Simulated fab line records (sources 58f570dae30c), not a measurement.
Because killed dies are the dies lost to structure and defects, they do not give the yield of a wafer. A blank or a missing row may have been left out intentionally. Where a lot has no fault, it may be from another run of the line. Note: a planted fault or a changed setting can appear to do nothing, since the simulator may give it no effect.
Which tool is to blame?	flow berkeley-cmos170	42 wafers from 14 lots sampled at 5 of the route's 331 steps

== WHAT THE GAUGES READ, wafer by wafer ==
UCB170_NWELL_TW_MEAS_16.
lot	measured	on	NWELL_TW
L842	day 2 06:37	film-metro-01	1239 1253 1251
L843	day 2 19:49	film-metro-01	1249 1247 1244
L846	day 4 07:38	film-metro-03	1244 1244 1243
L849	day 4 07:41	film-metro-02	1249 1250 1251
L847	day 4 07:56	film-metro-02	1245 1251 1245
L852	day 5 01:10	film-metro-01	1257 1257 1268
L851	day 5 01:25	film-metro-02	1256 1260 1257
L853	day 5 01:31	film-metro-03	1252 1255 1248
L850	day 5 01:38	film-metro-01	1253 1265 1257
L854	day 5 17:28	film-metro-01	1254 1254 1254
L861	day 6 13:45	film-metro-03	1146 1150 1141 1146 1145 1145
L863	day 7 03:37	film-metro-01	1153 1148 1150 1152 1148 1141
L864	day 7 03:59	film-metro-01	1249 1244 1247
L865	day 7 11:58	film-metro-01	1241 1243 1242

UCB170_PFIELD_OVL_MEAS_06.
lot	measured	on	PFIELD_OVL (nm)
L842	day 5 21:34	overlay-01	-1 1 -9
L843	day 6 06:19	overlay-01	-6 -11 -8
L846	day 7 04:40	overlay-01	2 -2 2
L849	day 7 04:31	overlay-02	-10 -6 -11
L847	day 7 04:14	overlay-01	-3 3 2
L852	day 7 18:28	overlay-02	1 -7 -3
L851	day 7 18:20	overlay-01	13 6 9
L853	day 7 18:15	overlay-01	-7 -7 -3
L850	day 7 18:38	overlay-01	-7 -5 0
L854	day 8 03:52	overlay-01	-13 -11 -1
L861	day 9 03:53	overlay-02	6 -3 6
L863	day 9 16:38	overlay-02	0 -4 1
L864	day 10 01:59	overlay-01	-3 -4 -4
L865	day 10 06:20	overlay-02	9 5 6

UCB170_NVT_TW_MEAS_09.
lot	measured	on	NVT_TW
L842	day 7 12:18	film-metro-02	529.5 529.6 527.4
L843	day 7 19:11	film-metro-02	529.1 529.5 528.5
L846	day 8 21:53	film-metro-02	533.3 525.8 530.8
L849	day 8 22:09	film-metro-01	529.4 532.0 525.9
L847	day 8 21:26	film-metro-03	526.9 524.1 525.9
L852	day 9 17:41	film-metro-01	527.0 525.9 526.8
L851	day 9 17:26	film-metro-01	526.6 526.8 524.7
L853	day 9 17:35	film-metro-02	528.5 529.3 528.0
L850	day 9 17:32	film-metro-03	524.0 521.3 521.2
L854	day 9 23:40	film-metro-03	521.9 525.4 523.5
L861	day 10 22:45	film-metro-02	531.2 528.5 527.6
L863	day 11 04:56	film-metro-02	528.2 527.2 525.8
L864	day 11 20:18	film-metro-01	527.5 526.1 525.2
L865	day 11 19:45	film-metro-03	523.3 523.0 523.4

== EACH LOT AND THE TOOL THAT RAN IT (in order: tool; ch and the chambers of the sampled wafers; start) ==
lot	UCB170_NWELL_IMPLANT_14	UCB170_NWELL_STRIP_15
L842	implanter-01 ch 0, day 2 06:22	plasma-asher-03 ch 0,1, day 2 06:31
L843	implanter-03 ch 0, day 2 19:34	plasma-asher-01 ch 0,1, day 2 19:43
L846	implanter-04 ch 0, day 4 07:23	plasma-asher-03 ch 0,1, day 4 07:32
L849	implanter-03 ch 0, day 4 07:28	plasma-asher-01 ch 0,1, day 4 07:36
L847	implanter-04 ch 0, day 4 07:43	plasma-asher-01 ch 0,1, day 4 07:51
L852	implanter-01 ch 0, day 5 00:57	plasma-asher-03 ch 0,1, day 5 01:05
L851	implanter-04 ch 0, day 5 01:10	plasma-asher-01 ch 0,1, day 5 01:19
L853	implanter-03 ch 0, day 5 01:16	plasma-asher-03 ch 0,1, day 5 01:25
L850	implanter-01 ch 0, day 5 01:24	plasma-asher-02 ch 0,1, day 5 01:32
L854	implanter-01 ch 0, day 5 17:14	plasma-asher-03 ch 0,1, day 5 17:22
L861	implanter-03 ch 0, day 6 13:31	plasma-asher-01 ch 0,1, day 6 13:38
L863	implanter-03 ch 0, day 7 03:22	plasma-asher-01 ch 0,1, day 7 03:31
L864	implanter-01 ch 0, day 7 03:44	plasma-asher-02 ch 0,1, day 7 03:53
L865	implanter-04 ch 0, day 7 11:43	plasma-asher-01 ch 0,1, day 7 11:52
- UCB170_NWELL_IMPLANT_14
- UCB170_NWELL_STRIP_15: strips in O2.

== WHAT THE TOOLS THEMSELVES READ (means of the sampled wafers that have a number; where no wafer has one, the mark that the record gives instead) ==
UCB170_NWELL_IMPLANT_14.
lot	tool	beam-on-s (s)	faraday-current-uA
L842	implanter-01	10.07	31.5
L843	implanter-03	10.07	31.4
L846	implanter-04	9.97	31.8
L849	implanter-03	9.87	32.2
L847	implanter-04	10.08	31.5
L852	implanter-01	9.90	31.9
L851	implanter-04	9.95	31.9
L853	implanter-03	10.22	31.0
L850	implanter-01	9.97	31.8
L854	implanter-01	10.05	31.5
L861	implanter-03	7.61	41.6
L863	implanter-03	7.93	40.0
L864	implanter-01	10.21	31.0
L865	implanter-04	9.91	32.0

UCB170_NWELL_STRIP_15.
lot	tool	drypump-motor-current-A (A)	oes-product-au (a.u.)	strip-time-to-endpoint-s (s)
L842	plasma-asher-03	6.3	0.719	17.88
L843	plasma-asher-01	6.1	0.721	17.98
L846	plasma-asher-03	6.3	0.725	18.10
L849	plasma-asher-01	6.1	0.723	17.92
L847	plasma-asher-01	6.2	0.719	17.99
L852	plasma-asher-03	6.5	0.723	18.03
L851	plasma-asher-01	6.2	0.723	17.95
L853	plasma-asher-03	6.5	0.717	18.10
L850	plasma-asher-02	6.2	0.721	18.05
L854	plasma-asher-03	6.3	0.723	17.87
L861	plasma-asher-01	6.2	0.717	18.03
L863	plasma-asher-01	6.2	0.721	17.88
L864	plasma-asher-02	6.2	0.722	18.00
L865	plasma-asher-01	6.2	0.719	17.99

== THE ANSWER, worked out from the rows above alone ==
Rule: what is usual is taken from the lots themselves. The widest of any qualifying gaps counts: lots, ordered by their means at a reading, are off when they make up no more than a third of the lots, leave a main group of 4 or more, and stand apart from it by 3 or more times the standard deviation of that group's means. If all means in a main group match to the digits the tables above print for the reading, that group is not used. A lot without any number at a reading at which 4 lots or more have one is off too. The other lots that the step has rows for count as sound. After the gauges, taken in route order, come the tools' own readings; for these a lot's mean is taken, as printed above. The first step at which some lot is off is used, and at that step the reading that is off furthest; a lot without a number counts as furthest.
Off: L861, L863, seen at UCB170_NWELL_TW_MEAS_16 (NWELL_TW). The main group: mean 1250, standard deviation 5.8.
If a tool, at a process step before that reading, ran all the lots that are off and no sound lot after the first of them, it fits. Not tried: the gauges at UCB170_NWELL_TW_MEAS_16; whatever is off there is also off at UCB170_NWELL_IMPLANT_14, on other tools, and gauge error can't account for it. One fits: UCB170_NWELL_IMPLANT_14 on implanter-03. Its last sound lot is L853 (day 5 01:16), its first lot that is off L861 (day 6 13:31): a fault that began between those two fits.
The tool's own readings at UCB170_NWELL_IMPLANT_14 bear it out: on the lots that are off they differ by more than 5 times the standard deviation of the sound lots' means. beam-on-s reads 7.77 s there against 10.02 s on the sound lots; faraday-current-uA reads 40.8 there against 31.6 on the sound lots.

== WHAT WAS PUT IN BY THE SIMULATOR ==
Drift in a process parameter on implanter-03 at UCB170_NWELL_IMPLANT_14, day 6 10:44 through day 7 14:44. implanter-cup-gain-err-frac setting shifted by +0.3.
Struck lots among those shown: L861, L863. The rule above found the same.
